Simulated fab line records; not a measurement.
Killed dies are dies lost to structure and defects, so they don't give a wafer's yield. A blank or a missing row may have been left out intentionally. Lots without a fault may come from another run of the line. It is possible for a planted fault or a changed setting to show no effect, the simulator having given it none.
Problem report in the 8D (eight disciplines) form, filled by code | flow rit-cmos | the parts of the form that need people (team, actions taken, sign-off) are left out

== 1. THE ISSUE ==
Mean of rf-fwd-power-W at RIT_CONTACT_ETCH_11: 231.7 W across 6 wafers in 2 lots; on wafers with no fault it is 199.6 W (standard deviation 0.63). Relative to the usual mean, that is a shift of +51 standard deviations.
The step: etches SiO2 in CHF3/CF4/Ar, stops on TiSi2, target depth 480 nm, time 320 s.
First seen on wafer L248.2, day 5 03:22, on rie-diel-03. The record holds 42 wafers of 14 lots with a number at this step. Rule for "out", or "out of limits": more than 4 standard deviations from the usual mean. The other wafers with a number count as sound.

== 2. WHAT IT IS, WHAT IT ISN'T ==
question                    | is                     | is not
which readings at this step | rf-fwd-power-W         | cf4-flow-sccm, drypump-motor-current-A, oes-product-au, throttle-valve-pct
which lots                  | L248, L249             | L240, L241, L243, L244, L245, L246, L256, L257, L258, L260, L261, L263
which wafers of those lots  | all that have a number | -
read on which tools         | rie-diel-03            | rie-diel-01, rie-diel-04
when                        | from day 5 03:22       | up to then (18 sound wafers); but 18 sound wafers of L256, L257, L258, L260, L261, L263 came after

== 3. SUSPECTS, AND WHAT RULES EACH OUT ==
Counting: a tool at a process step up to the reading stays a suspect if it ran every lot that is out and no sound lot after the first of them.
- rie-diel-03 at RIT_CONTACT_ETCH_11 (etches SiO2 in CHF3/CF4/Ar, stops on TiSi2, target depth 480 nm, time 320 s): kept. It processed each lot that is out, first L248 at day 5 03:22, and no sound lot thereafter; up to then, the last sound lot it processed was L244 at day 4 05:28. Its own rf-fwd-power-W readings are out on those wafers.
After counting, what remains is rie-diel-03 at RIT_CONTACT_ETCH_11.

== 4. THE CAUSE (what the simulator had put in) ==
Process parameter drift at RIT_CONTACT_ETCH_11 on rie-diel-03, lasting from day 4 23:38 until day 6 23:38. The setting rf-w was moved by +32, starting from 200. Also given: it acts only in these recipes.
After counting, this tool was the only one left.

== 5. SEQUENCE OF EFFECTS, ordered by route ==
Rows list readings where the struck wafers' mean (over those with a number) sits beyond 3 standard deviations from the usual. Only readings for which the record gives a usual standard deviation are gone through. hours: the time from each lot's start at the first step in this table that gives one to its start at this step, as a median over the lots. sigmas: the change in usual standard deviations.
hours | step                | reading        | usual   | on struck wafers | change | sigmas
0     | RIT_CONTACT_ETCH_11 | rf-fwd-power-W | 199.6 W | 231.7            | +32.1  | +51
Here are the process steps it includes:
- RIT_CONTACT_ETCH_11: etches SiO2 in CHF3/CF4/Ar, stops on TiSi2, target depth 480 nm, time 320 s.

== 6. WHAT WOULD HAVE CAUGHT IT SOONER ==
The fault began at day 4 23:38; the first out-of-limits reading in this record came at day 5 03:22, 4 hours later.
